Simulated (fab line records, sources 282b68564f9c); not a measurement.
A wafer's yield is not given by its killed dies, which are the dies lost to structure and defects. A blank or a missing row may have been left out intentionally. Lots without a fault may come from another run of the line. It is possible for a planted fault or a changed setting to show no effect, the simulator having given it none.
fab line records	flow rit_cmos	part 1 of 2: steps 1 to 35 of 50
record: lots: 5	wafers: 15	last_day: 7
route steps=202 shown NRETRO@63 PRETRO@64 GATE@75 FOX2@80 REOX@98 NLDD@103
lots that met no fault: taken from a fault-free run of the same line
start_h: hours from the record's first day to the start of the lot's first wafer shown	wait_h: how many hours have passed since the lot's step before this one	" repeats the value in the row above	L1.1+2: a single row standing in for several wafers	- no value, or no start was given	* or withheld: withheld	< > ~ a bound
route shown NAME@n: NAME is a module with steps in the file, n the number in the route of the first one	usual: average and standard deviation across the fault-free wafers	same: alike in all rows	chamber/n: place in a boat	sites: readings site by site	_std_site: standard deviation across them	_edge_site: outer sites' mean less inner sites'	radius_mm: for every site, how far away it sits from the centre of the wafer	mask NAME#n: copy n	behind: tool/chamber where the wafer was last shaped	hold: cause of the lot's hold/its duration in hours/its outcome	device: names the non-switching transistor (n, p or np)	end of line: the tests these same wafers got at the end of their route	step lacking rows: just its recipe	killed: dies lost to structure and defects at the first sort, not the wafer's yield	map: per-die view of a wafer (x killed, . not killed, _ where there is no die)
set.NAME: the setting that was run; set.NAME@STEP: the one run at that earlier step	model.NAME: the simulator's own value behind a step, which no gauge read
a table for each step, a row for each wafer; lots at some steps of the route
services: a tool's chamber out of use, with start hour (start_h, from the record's first day; less than 0 if before it), hours out, and reason
== steps ==
step: RIT_NRETRO_TW_MEAS_10
usual: NRETRO_TW: 1056/12
lot.wafer	tool	chamber	start_h	wait_h	NRETRO_TW
L075.2	film_metro-04	-	43.12	0.1	1061
L075.4	"	-	"	"	1061
L075.5	"	-	"	"	1056
L077.1	film_metro-03	-	48.93	0.1	1058
L077.2	"	-	"	"	1062
L077.3	"	-	"	"	1060
L079.2	film_metro-03	-	56.45	0.1	1066
L079.4	"	-	"	"	1070
L079.5	"	-	"	"	1059
L082.2	film_metro-04	-	70.77	0.1	1060
L082.3	"	-	"	"	1067
L082.5	"	-	"	"	1063
L096.1	film_metro-04	-	142.53	0.1	1061
L096.3	"	-	"	"	1057
L096.4	"	-	"	"	1062
step: RIT_PRETRO_HMDS_00
recipe: prime_time_s: 60	prime_temp_c: 140
lot.wafer	tool	chamber	start_h	wait_h
L075.2+4+5	litho_track-04	0	43.20	0.1
L077.1+2+3	litho_track-01	0	48.99	0.1
L079.2+4+5	litho_track-02	0	56.53	0.1
L082.2+3+5	litho_track-01	0	71.00	0.2
L096.1+3+4	litho_track-01	0	142.72	0.2
step: RIT_PRETRO_COAT_01
recipe: resist: NOVOLAK	spin_rpm: 2000	resist_thk_nm: 1300
lot.wafer	tool	chamber	start_h	wait_h
L075.2+4+5	litho_track-04	0	43.35	0.1
L077.1+2+3	litho_track-01	0	49.14	0.1
L079.2+4+5	litho_track-02	0	56.68	0.1
L082.2+3+5	litho_track-01	0	71.15	0.1
L096.1+3+4	litho_track-01	0	142.87	0.1
step: RIT_PRETRO_SOFTBAKE_02
recipe: resist: NOVOLAK	temp_c: 89.21	time_s: 60
lot.wafer	tool	chamber	start_h	wait_h
L075.2+4+5	litho_track-04	0	43.50	0.1
L077.1+2+3	litho_track-01	0	49.29	0.1
L079.2+4+5	litho_track-02	0	56.83	0.1
L082.2+3+5	litho_track-01	0	71.30	0.1
L096.1+3+4	litho_track-01	0	143.02	0.1
step: RIT_PRETRO_EXPOSE_03
recipe: mask_id: M5	na: 0.57	target_cd_nm: 43700	dose_mj: 250
lot.wafer	tool	chamber	start_h	wait_h	mask
L075.2+4+5	iline_stepper-01	0	43.77	0.2	M5#0
L077.1+2+3	iline_stepper-02	0	49.44	0.1	M5#0
L079.2+4+5	iline_stepper-02	0	57.10	0.2	M5#0
L082.2+3+5	iline_stepper-01	0	71.57	0.2	M5#0
L096.1+3+4	iline_stepper-02	0	143.29	0.2	M5#0
step: RIT_PRETRO_PEB_04
recipe: resist: NOVOLAK	temp_c: withheld	time_s: withheld
lot.wafer	tool	chamber	start_h	wait_h
L075.2+4+5	litho_track-02	0	43.89	0.1
L077.1+2+3	litho_track-01	0	49.56	0.1
L079.2+4+5	litho_track-01	0	57.22	0.1
L082.2+3+5	litho_track-01	0	71.88	0.3
L096.1+3+4	litho_track-02	0	143.51	0.2
step: RIT_PRETRO_DEVELOP_05
recipe: resist: NOVOLAK	develop_time_s: 68	dev_temp_c: 23
lot.wafer	tool	chamber	start_h	wait_h
L075.2+4+5	litho_track-02	0	-	-
L077.1+2+3	litho_track-01	0	-	-
L079.2+4+5	litho_track-01	0	-	-
L082.2+3+5	litho_track-01	0	-	-
L096.1+3+4	litho_track-02	0	-	-
step: RIT_PRETRO_OVL_MEAS_06
usual: PRETRO_OVL: 0.5/1.5
lot.wafer	tool	chamber	start_h	wait_h	PRETRO_OVL[nm]
L075.2	overlay-02	-	44.18	-	0.1
L075.4	"	-	"	"	-0.5
L075.5	"	-	"	"	1.4
L077.1	overlay-02	-	49.87	-	-0.6
L077.2	"	-	"	"	-1.6
L077.3	"	-	"	"	-1.7
L079.2	overlay-02	-	57.51	-	1.5
L079.4	"	-	"	"	-0.8
L079.5	"	-	"	"	1.0
L082.2	overlay-01	-	72.18	-	-0.3
L082.3	"	-	"	"	-1.8
L082.5	"	-	"	"	-0.3
L096.1	overlay-02	-	143.82	-	-1.8
L096.3	"	-	"	"	-1.5
L096.4	"	-	"	"	-1.3
step: RIT_PRETRO_HARDBAKE_07
recipe: resist: NOVOLAK	temp_c: 140	time_s: 120
lot.wafer	tool	chamber	start_h	wait_h
L075.2+4+5	litho_track-01	0	44.25	0.1
L077.1+2+3	litho_track-04	0	49.91	0.0
L079.2+4+5	litho_track-02	0	57.58	0.1
L082.2+3+5	litho_track-01	0	72.25	0.1
L096.1+3+4	litho_track-01	0	143.86	0.0
step: RIT_PRETRO_IMPLANT_08
recipe: species: B	energy_kev: 45	dose_cm2: 1.2e+13	tilt_deg: 7.341
usual: faraday_current_uA: 37.9/0.68
lot.wafer	tool	chamber	start_h	wait_h	faraday_current_uA
L075.2	implanter-03	0	44.49	0.2	37.8
L075.4	"	0	"	"	37.4
L075.5	"	0	"	"	37.2
L077.1	implanter-01	0	50.16	0.2	37.8
L077.2	"	0	"	"	39.1
L077.3	"	0	"	"	38.2
L079.2	implanter-03	0	57.82	0.2	37.9
L079.4	"	0	"	"	37.2
L079.5	"	0	"	"	37.6
L082.2	implanter-01	0	72.48	0.2	38.0
L082.3	"	0	"	"	37.2
L082.5	"	0	"	"	37.6
L096.1	implanter-03	0	144.11	0.2	37.1
L096.3	"	0	"	"	37.8
L096.4	"	0	"	"	39.7
step: RIT_PRETRO_STRIP_09
recipe: chemistry: O2	time_s: 180	resist: NOVOLAK	platen_temp_c: withheld	power_w: 500	pressure_mtorr: 4000	o2_flow_sccm: 4000
usual: drypump_motor_current_A: 5.5/0.41
lot.wafer	tool	chamber	start_h	wait_h	drypump_motor_current_A	rf_hours_counter_h
L075.2	plasma_asher-02	0	44.61	0.1	5.3	38
L075.4	"	0	"	"	5.3	-
L075.5	"	1	"	"	6.1	-
L077.1	plasma_asher-03	1	50.31	0.1	6.0	39
L077.2	"	0	"	"	5.5	39
L077.3	"	0	"	"	5.5	-
L079.2	plasma_asher-03	0	57.94	0.1	5.5	40
L079.4	"	0	"	"	5.5	-
L079.5	"	1	"	"	6.0	-
L082.2	plasma_asher-01	0	72.61	0.1	4.9	42
L082.3	"	0	"	"	4.9	-
L082.5	"	1	"	"	5.4	-
L096.1	plasma_asher-03	0	144.26	0.1	5.5	50
L096.3	"	1	"	"	5.9	-
L096.4	"	0	"	"	5.5	-
step: RIT_PRETRO_TW_MEAS_10
usual: PRETRO_TW: 480.5/2.3
lot.wafer	tool	chamber	start_h	wait_h	PRETRO_TW
L075.2	film_metro-03	-	44.80	0.1	481.6
L075.4	"	-	"	"	479.7
L075.5	"	-	"	"	481.0
L077.1	film_metro-03	-	50.48	0.1	480.6
L077.2	"	-	"	"	481.2
L077.3	"	-	"	"	479.7
L079.2	film_metro-01	-	58.13	0.1	481.2
L079.4	"	-	"	"	484.6
L079.5	"	-	"	"	481.4
L082.2	film_metro-01	-	72.79	0.1	479.3
L082.3	"	-	"	"	481.0
L082.5	"	-	"	"	481.3
L096.1	film_metro-01	-	144.44	0.1	480.8
L096.3	"	-	"	"	478.4
L096.4	"	-	"	"	478.6
step: RIT_GATE_WET_ETCH_00
recipe: chemistry: BOE	target: SiO2	target_depth_nm: 56	time_s: 60	dry: n2_spin	dilution: 10:1	temp_c: 21.5
usual: bath_heat_duty_pct: 1.7/0.38
lot.wafer	tool	chamber	start_h	wait_h	bath_heat_duty_pct
L075.2	wet_bench-01	1	44.85	0.0	1.4
L075.4	"	1	"	"	1.9
L075.5	"	1	"	"	1.9
L077.1	wet_bench-02	2	50.54	0.1	1.5
L077.2	"	2	"	"	1.3
L077.3	"	2	"	"	1.8
L079.2	wet_bench-01	3	58.18	0.0	1.8
L079.4	"	3	"	"	1.4
L079.5	"	3	"	"	2.6
L082.2	wet_bench-01	0	72.84	0.0	1.4
L082.3	"	0	"	"	1.2
L082.5	"	0	"	"	1.3
L096.1	wet_bench-04	3	144.50	0.1	1.3
L096.3	"	3	"	"	2.0
L096.4	"	3	"	"	2.1
step: RIT_GATE_CLEAN_01
recipe: chemistry: SC1	mix: 3:3:50	time_s: 600	temp_c: 75
usual: bath_heat_duty_pct: 14.9/1.6
lot.wafer	tool	chamber	start_h	wait_h	bath_heat_duty_pct
L075.2	wet_bench-04	3	44.87	0.0	16.1
L075.4	"	3	"	"	14.8
L075.5	"	3	"	"	17.0
L077.1	wet_bench-02	0	50.57	0.0	14.4
L077.2	"	0	"	"	14.4
L077.3	"	0	"	"	15.3
L079.2	wet_bench-02	3	58.21	0.0	16.8
L079.4	"	3	"	"	15.3
L079.5	"	3	"	"	15.9
L082.2	wet_bench-02	2	72.87	0.0	12.1
L082.3	"	2	"	"	12.1
L082.5	"	2	"	"	12.6
L096.1	wet_bench-01	2	144.52	0.0	15.5
L096.3	"	2	"	"	15.7
L096.4	"	2	"	"	16.7
step: RIT_GATE_CLEAN_02
recipe: chemistry: dHF	dilution: 50:1	time_s: 30
lot.wafer	tool	chamber	start_h	wait_h
L075.2+4+5	wet_bench-02	1	45.05	0.0
L077.1+2+3	wet_bench-01	3	50.74	0.0
L079.2+4+5	wet_bench-04	2	58.38	0.0
L082.2+3+5	wet_bench-01	0	73.04	0.0
L096.1+3+4	wet_bench-04	1	144.87	0.0
step: RIT_GATE_CLEAN_03
recipe: chemistry: SC2	mix: 3:3:50	time_s: 600	temp_c: 75	dry: n2_spin
usual: bath_heat_duty_pct: 15.2/1.3
lot.wafer	tool	chamber	start_h	wait_h	bath_heat_duty_pct
L075.2	wet_bench-01	3	45.06	0.0	17.4
L075.4	"	3	"	"	15.5
L075.5	"	3	"	"	16.7
L077.1	wet_bench-02	0	50.76	0.0	14.0
L077.2	"	0	"	"	13.7
L077.3	"	0	"	"	16.0
L079.2	wet_bench-01	0	58.40	0.0	14.9
L079.4	"	0	"	"	13.3
L079.5	"	0	"	"	14.4
L082.2	wet_bench-02	1	73.06	0.0	16.9
L082.3	"	1	"	"	16.9
L082.5	"	1	"	"	16.8
L096.1	wet_bench-02	0	144.89	0.0	15.1
L096.3	"	0	"	"	14.2
L096.4	"	0	"	"	13.7
step: RIT_GATE_CLEAN_04
recipe: chemistry: dHF	dilution: 50:1	time_s: 60	dry: n2_spin
lot.wafer	tool	chamber	start_h	wait_h
L075.2+4+5	wet_bench-04	0	45.24	0.0
L077.1+2+3	wet_bench-01	0	50.94	0.0
L079.2+4+5	wet_bench-02	2	58.59	0.0
L082.2+3+5	wet_bench-01	1	73.24	0.0
L096.1+3+4	wet_bench-01	1	145.06	0.0
step: RIT_FOX2_THK_MEAS_91
recipe: reads: SiO2_of_FOX2_OXIDATION_00
usual: FIELD_OXIDE_LEFT_2_THK: 240/6.9
lot.wafer	tool	chamber	start_h	wait_h	FIELD_OXIDE_LEFT_2_THK[nm]
L075.2	film_metro-01	-	45.27	0.0	243
L075.4	"	-	"	"	243
L075.5	"	-	"	"	234
L077.1	film_metro-02	-	50.96	0.0	237
L077.2	"	-	"	"	236
L077.3	"	-	"	"	239
L079.2	film_metro-01	-	58.62	0.0	246
L079.4	"	-	"	"	248
L079.5	"	-	"	"	242
L082.2	film_metro-01	-	73.27	0.0	244
L082.3	"	-	"	"	235
L082.5	"	-	"	"	234
L096.1	film_metro-02	-	145.11	0.0	248
L096.3	"	-	"	"	245
L096.4	"	-	"	"	250
step: RIT_GATE_OXIDATION_05
recipe: temp_c: 900	ambient: O2	target_thk_a: 30	ox_time_s: 270
lot.wafer	tool	chamber	start_h	wait_h
L075.2+4+5	furnace-03	0	47.08	1.8
L077.1+2+3	furnace-01	0	53.37	2.4
L079.2+4+5	furnace-01	0	58.67	0.0
L082.2+3+5	furnace-04	0	73.32	0.0
L096.1+3+4	furnace-01	0	147.12	2.0
step: RIT_GATE_ANNEAL_06
recipe: temp_c: 900	time_s: 600	ambient: N2O
lot.wafer	tool	chamber	start_h	wait_h
L075.2+4+5	furnace-01	0	48.45	0.3
L077.1+2+3	furnace-01	0	55.76	1.3
L079.2+4+5	furnace-03	0	59.75	0.0
L082.2+3+5	furnace-04	0	75.71	1.3
L096.1+3+4	furnace-01	0	148.20	0.0
step: RIT_GATE_THK_MEAS_07
recipe: reads: SiO2_of_GATE_OXIDATION_05
usual: GATE_OXIDE_THK: 2.98/0.065
lot.wafer	tool	chamber	start_h	wait_h	GATE_OXIDE_THK[nm]
L075.2	film_metro-01	-	48.71	0.0	3.02
L075.4	"	-	"	"	3.02
L075.5	"	-	"	"	3.03
L077.1	film_metro-04	-	56.01	0.0	3.13
L077.2	"	-	"	"	3.04
L077.3	"	-	"	"	3.08
L079.2	film_metro-01	-	60.01	0.0	2.99
L079.4	"	-	"	"	3.02
L079.5	"	-	"	"	2.98
L082.2	film_metro-02	-	75.97	0.0	2.81
L082.3	"	-	"	"	2.97
L082.5	"	-	"	"	2.93
L096.1	film_metro-04	-	148.45	0.0	3.05
L096.3	"	-	"	"	2.93
L096.4	"	-	"	"	2.97
step: RIT_GATE_CVD_08
recipe: material: poly-Si	target_thk_nm: 250	temp_c: 610	precursor: SiH4	time_s: 2220	pressure_mtorr: 300	sih4_flow_sccm: 100
lot.wafer	tool	chamber	start_h	wait_h
L075.2+4+5	lpcvd-01	0	48.76	0.0
L077.1+2+3	lpcvd-01	1	56.07	0.1
L079.2+4+5	lpcvd-01	1	60.06	0.0
L082.2+3+5	lpcvd-01	0	76.02	0.0
L096.1+3+4	lpcvd-02	0	148.51	0.1
step: RIT_GATE_THK_MEAS_09
recipe: reads: poly-Si_of_GATE_CVD_08
usual: GATE_POLY_THK: 249.9/2.3
lot.wafer	tool	chamber	start_h	wait_h	GATE_POLY_THK[nm]
L075.2	film_metro-01	-	50.39	0.0	253.2
L075.4	"	-	"	"	246.8
L075.5	"	-	"	"	249.1
L077.1	film_metro-01	-	57.68	0.0	253.4
L077.2	"	-	"	"	252.6
L077.3	"	-	"	"	251.9
L079.2	film_metro-01	-	61.69	0.0	247.3
L079.4	"	-	"	"	246.5
L079.5	"	-	"	"	246.7
L082.2	film_metro-04	-	77.65	0.0	250.9
L082.3	"	-	"	"	252.3
L082.5	"	-	"	"	250.9
L096.1	film_metro-04	-	150.13	0.0	247.9
L096.3	"	-	"	"	247.7
L096.4	"	-	"	"	251.2
step: RIT_GATE_HMDS_10
recipe: prime_time_s: 60	prime_temp_c: 140
lot.wafer	tool	chamber	start_h	wait_h
L075.2+4+5	litho_track-03	0	50.46	0.1
L077.1+2+3	litho_track-04	0	57.78	0.1
L079.2+4+5	litho_track-04	0	61.76	0.1
L082.2+3+5	litho_track-03	0	77.72	0.1
L096.1+3+4	litho_track-01	0	150.19	0.1
step: RIT_GATE_COAT_11
recipe: resist: NOVOLAK	spin_rpm: 4250	resist_thk_nm: 850
lot.wafer	tool	chamber	start_h	wait_h
L075.2+4+5	litho_track-03	0	50.61	0.1
L077.1+2+3	litho_track-04	0	57.93	0.1
L079.2+4+5	litho_track-04	0	61.91	0.1
L082.2+3+5	litho_track-03	0	77.87	0.1
L096.1+3+4	litho_track-01	0	150.34	0.1
step: RIT_GATE_SOFTBAKE_12
recipe: resist: NOVOLAK	temp_c: 90	time_s: 60
lot.wafer	tool	chamber	start_h	wait_h
L075.2+4+5	litho_track-03	0	50.76	0.1
L077.1+2+3	litho_track-04	0	58.08	0.1
L079.2+4+5	litho_track-04	0	62.06	0.1
L082.2+3+5	litho_track-03	0	78.02	0.1
L096.1+3+4	litho_track-01	0	150.49	0.1
step: RIT_GATE_EXPOSE_13
recipe: mask_id: M6	na: 0.6	source_shape: conventional	sigma_outer: 0.6	target_cd_nm: 150	dose_mj: 380
lot.wafer	tool	chamber	start_h	wait_h	mask
L075.2+4+5	iline_stepper-02	0	50.91	0.1	M6#0
L077.1+2+3	iline_stepper-01	0	58.35	0.2	M6#0
L079.2+4+5	iline_stepper-02	0	62.21	0.1	M6#0
L082.2+3+5	iline_stepper-02	0	78.17	0.1	M6#0
L096.1+3+4	iline_stepper-01	0	150.64	0.1	M6#0
step: RIT_GATE_PEB_14
recipe: resist: NOVOLAK	temp_c: withheld	time_s: withheld
lot.wafer	tool	chamber	start_h	wait_h
L075.2+4+5	litho_track-04	0	51.03	0.1
L077.1+2+3	litho_track-03	0	58.49	0.1
L079.2+4+5	litho_track-04	0	62.33	0.1
L082.2+3+5	litho_track-03	0	78.29	0.1
L096.1+3+4	litho_track-03	0	150.75	0.1
step: RIT_GATE_DEVELOP_15
recipe: resist: NOVOLAK	develop_time_s: 50	dev_temp_c: 23
lot.wafer	tool	chamber	start_h	wait_h
L075.2+4+5	litho_track-04	0	-	-
L077.1+2+3	litho_track-03	0	-	-
L079.2+4+5	litho_track-04	0	-	-
L082.2+3+5	litho_track-03	0	-	-
L096.1+3+4	litho_track-03	0	-	-
step: RIT_GATE_CD_MEAS_16
recipe: target_cd_nm: 150
usual: cd_nm: 149.6/2.5
lot.wafer	tool	chamber	start_h	wait_h	cd_nm
L075.2	cd_sem-01	-	51.31	-	149.5
L075.4	"	-	"	"	147.5
L075.5	"	-	"	"	150.0
L077.1	cd_sem-01	-	58.78	-	150.1
L077.2	"	-	"	"	153.2
L077.3	"	-	"	"	155.0
L079.2	cd_sem-02	-	62.61	-	151.2
L079.4	"	-	"	"	153.1
L079.5	"	-	"	"	150.4
L082.2	cd_sem-02	-	78.57	-	147.8
L082.3	"	-	"	"	149.2
L082.5	"	-	"	"	147.8
L096.1	cd_sem-02	-	151.04	-	147.7
L096.3	"	-	"	"	146.8
L096.4	"	-	"	"	148.3
step: RIT_GATE_OVL_MEAS_17
usual: GATE_OVL: 0.6/1.5
lot.wafer	tool	chamber	start_h	wait_h	GATE_OVL[nm]
L075.2	overlay-01	-	51.41	0.1	2.7
L075.4	"	-	"	"	2.9
L075.5	"	-	"	"	2.6
L077.1	overlay-01	-	58.90	0.1	1.7
L077.2	"	-	"	"	0.0
L077.3	"	-	"	"	0.4
L079.2	overlay-01	-	62.71	0.1	1.4
L079.4	"	-	"	"	0.5
L079.5	"	-	"	"	2.3
L082.2	overlay-01	-	78.68	0.1	2.2
L082.3	"	-	"	"	0.0
L082.5	"	-	"	"	1.5
L096.1	overlay-02	-	151.16	0.1	-0.2
L096.3	"	-	"	"	-1.9
L096.4	"	-	"	"	0.5
step: RIT_GATE_HARDBAKE_18
recipe: resist: NOVOLAK	temp_c: 140	time_s: 60
lot.wafer	tool	chamber	start_h	wait_h
L075.2+4+5	litho_track-03	0	51.51	0.1
L077.1+2+3	litho_track-01	0	59.00	0.1
L079.2+4+5	litho_track-01	0	63.01	0.3
L082.2+3+5	litho_track-03	0	78.73	0.0
L096.1+3+4	litho_track-01	0	151.19	0.0
step: RIT_GATE_ETCH_19
recipe: chemistry: SF6/CHF3/O2	time_s: 168.1	SF6_flow_sccm: 30	CHF3_flow_sccm: 30	O2_flow_sccm: 5	target: poly-Si	pressure_mtorr: 40	rf_w: 160	target_depth_a: 3125	over_etch_frac: 0.25	stop_on: SiO2
usual: drypump_motor_current_A: 5.7/0.42	oes_product_au: 0.841/0.012	throttle_valve_pct: 10.24/0.15
lot.wafer	tool	chamber	start_h	wait_h	drypump_motor_current_A	oes_product_au	rf_hours_counter_h	throttle_valve_pct
L075.2	rie_si-01	3	51.64	0.1	5.1	0.842	40	10.28
L075.4	"	0	"	"	5.7	0.851	-	10.13
L075.5	"	3	"	"	5.1	0.833	-	10.28
L077.1	rie_si-01	3	59.15	0.1	5.1	0.855	40	10.27
L077.2	"	0	"	"	5.7	0.859	99	10.12
L077.3	"	1	"	"	6.3	0.849	24	10.17
L079.2	rie_si-01	3	63.14	0.1	5.1	0.835	40	10.29
L079.4	"	1	"	"	6.3	0.840	-	10.18
L079.5	"	1	"	"	6.3	0.822	-	10.18
L082.2	rie_si-02	3	78.86	0.1	5.9	0.838	118	10.04
L082.3	"	0	"	"	5.1	0.836	110	10.41
L082.5	"	0	"	"	5.1	0.824	-	10.40
L096.1	rie_si-01	2	151.34	0.1	5.7	0.845	0	10.48
L096.3	"	1	"	"	6.3	0.838	25	10.17
L096.4	"	3	"	"	5.1	0.831	41	10.28
step: RIT_GATE_STRIP_20
recipe: chemistry: O2	time_s: 180	resist: NOVOLAK	platen_temp_c: withheld	power_w: 500	pressure_mtorr: 4000	o2_flow_sccm: 4000
usual: drypump_motor_current_A: 5.4/0.38
lot.wafer	tool	chamber	start_h	wait_h	drypump_motor_current_A	rf_hours_counter_h
L075.2	plasma_asher-02	1	51.75	0.1	6.1	39
L075.4	"	0	"	"	5.3	-
L075.5	"	0	"	"	5.3	-
L077.1	plasma_asher-04	0	59.25	0.1	5.7	28
L077.2	"	1	"	"	5.2	28
L077.3	"	0	"	"	5.8	-
L079.2	plasma_asher-04	0	63.30	0.1	5.8	29
L079.4	"	0	"	"	5.8	-
L079.5	"	0	"	"	5.8	-
L082.2	plasma_asher-01	0	78.96	0.1	4.9	43
L082.3	"	0	"	"	4.9	-
L082.5	"	1	"	"	5.4	-
L096.1	plasma_asher-02	1	151.45	0.1	6.2	4
L096.3	"	0	"	"	5.3	-
L096.4	"	1	"	"	6.2	-
step: RIT_GATE_CD_MEAS_90
recipe: target_cd_nm: 150
usual: cd_nm: 149.6/2.6
lot.wafer	tool	chamber	start_h	wait_h	cd_nm
L075.2	cd_sem-01	-	51.94	0.1	149.5
L075.4	"	-	"	"	146.9
L075.5	"	-	"	"	149.9
L077.1	cd_sem-01	-	59.43	0.1	150.2
L077.2	"	-	"	"	153.3
L077.3	"	-	"	"	155.1
L079.2	cd_sem-02	-	63.49	0.1	151.6
L079.4	"	-	"	"	152.7
L079.5	"	-	"	"	150.5
L082.2	cd_sem-01	-	79.16	0.1	147.6
L082.3	"	-	"	"	149.0
L082.5	"	-	"	"	148.1
L096.1	cd_sem-01	-	151.63	0.1	148.1
L096.3	"	-	"	"	146.9
L096.4	"	-	"	"	148.5
